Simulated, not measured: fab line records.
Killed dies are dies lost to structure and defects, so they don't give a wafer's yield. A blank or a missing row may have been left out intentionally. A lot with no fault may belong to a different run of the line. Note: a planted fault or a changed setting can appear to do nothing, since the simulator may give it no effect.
Which tool is to blame? | flow berkeleyCmos170 | 15 lots with 45 wafers sampled at 2 steps, on a route of 331 steps

== WHAT THE GAUGES READ, wafer by wafer ==
UCB170_V2_BOW_MEAS_03. Usual: for V2_BOW the level is 37 um and the standard deviation is 7.5.
lot  | measured     | on           | V2_BOW (um) | flag
L445 | day 7 21:35  | filmMetro-04 | 35 31 33    | 
L443 | day 7 21:47  | filmMetro-04 | 38 52 42    | 
L444 | day 7 22:18  | filmMetro-01 | 43 36 32    | 
L442 | day 7 22:30  | filmMetro-03 | 13 43 40    | 
L447 | day 8 16:07  | filmMetro-03 | 33 33 35    | 
L448 | day 8 16:15  | filmMetro-04 | 35 44 33    | 
L451 | day 9 12:23  | filmMetro-03 | 29 48 45    | 
L452 | day 9 23:49  | filmMetro-03 | 34 37 44    | 
L454 | day 10 09:52 | filmMetro-03 | 41 48 43    | 
L456 | day 10 10:14 | filmMetro-01 | 34 40 25    | 
L458 | day 11 06:53 | filmMetro-01 | 41 35 42    | 
L459 | day 11 07:28 | filmMetro-01 | 35 50 32    | 
L460 | day 11 12:14 | filmMetro-01 | 24 32 34    | 
L462 | day 12 05:15 | filmMetro-03 | 44 36 37    | 
L464 | day 12 06:13 | filmMetro-03 | 34 33 27    | 

== WHAT TOOL EACH LOT RAN ON (gives the tool, then ch and the chambers of the sampled wafers, and finally the start) ==
lot  | UCB170_V2_CVD_00
L445 | pecvd-03 ch 0,2, day 7 21:04
L443 | pecvd-02 ch 0,1,2, day 7 21:14
L444 | pecvd-04 ch 0,1, day 7 21:44
L442 | pecvd-03 ch 0,1, day 7 21:58
L447 | pecvd-02 ch 0,1,2, day 8 15:35
L448 | pecvd-04 ch 0,1, day 8 15:43
L451 | pecvd-04 ch 0,1, day 9 11:50
L452 | pecvd-02 ch 1,2, day 9 23:16
L454 | pecvd-03 ch 1,2, day 10 09:16
L456 | pecvd-04 ch 1,2, day 10 09:43
L458 | pecvd-04 ch 0,1,2, day 11 06:19
L459 | pecvd-04 ch 0,2, day 11 06:44
L460 | pecvd-02 ch 0,1, day 11 11:35
L462 | pecvd-04 ch 1,2, day 12 04:41
L464 | pecvd-03 ch 1,2, day 12 05:40
- UCB170_V2_CVD_00: deposits SiO2 from TEOS/O2, target thk 2000 nm, time 250 s.

== WHAT THE TOOLS THEMSELVES READ (means of the sampled wafers that have a number; where no wafer has one, the mark that the record gives instead) ==
UCB170_V2_CVD_00. Usual: heaterPowerW reads 276 W (standard deviation 45).
lot  | tool     | heaterPowerW (W) | flag
L445 | pecvd-03 | 282              | 
L443 | pecvd-02 | 281              | 
L444 | pecvd-04 | 303              | 
L442 | pecvd-03 | 308              | 
L447 | pecvd-02 | 268              | 
L448 | pecvd-04 | 274              | 
L451 | pecvd-04 | 271              | 
L452 | pecvd-02 | 268              | 
L454 | pecvd-03 | 303              | 
L456 | pecvd-04 | 246              | 
L458 | pecvd-04 | 287              | 
L459 | pecvd-04 | 259              | 
L460 | pecvd-02 | 249              | 
L462 | pecvd-04 | 245              | 
L464 | pecvd-03 | 268              | 

== THE ANSWER, worked out from the rows above alone ==
Rule: take the mean of a lot's wafers that have a number; if it is more than 3 standard deviations from the usual mean, the lot is off. Also off: a lot with no number at a reading for which 4 or more lots have one. All remaining lots with rows at the step are treated as sound. Order of review: gauges by route order, followed by the tools' own readings, for which a lot's mean as printed above is used. At the first step where some lot is off, the reading lying furthest off is the one used; lots without a number count as furthest.
Nothing can be told from this: no lot is off at any reading shown.

== WHAT THE SIMULATOR HAD PUT IN ==
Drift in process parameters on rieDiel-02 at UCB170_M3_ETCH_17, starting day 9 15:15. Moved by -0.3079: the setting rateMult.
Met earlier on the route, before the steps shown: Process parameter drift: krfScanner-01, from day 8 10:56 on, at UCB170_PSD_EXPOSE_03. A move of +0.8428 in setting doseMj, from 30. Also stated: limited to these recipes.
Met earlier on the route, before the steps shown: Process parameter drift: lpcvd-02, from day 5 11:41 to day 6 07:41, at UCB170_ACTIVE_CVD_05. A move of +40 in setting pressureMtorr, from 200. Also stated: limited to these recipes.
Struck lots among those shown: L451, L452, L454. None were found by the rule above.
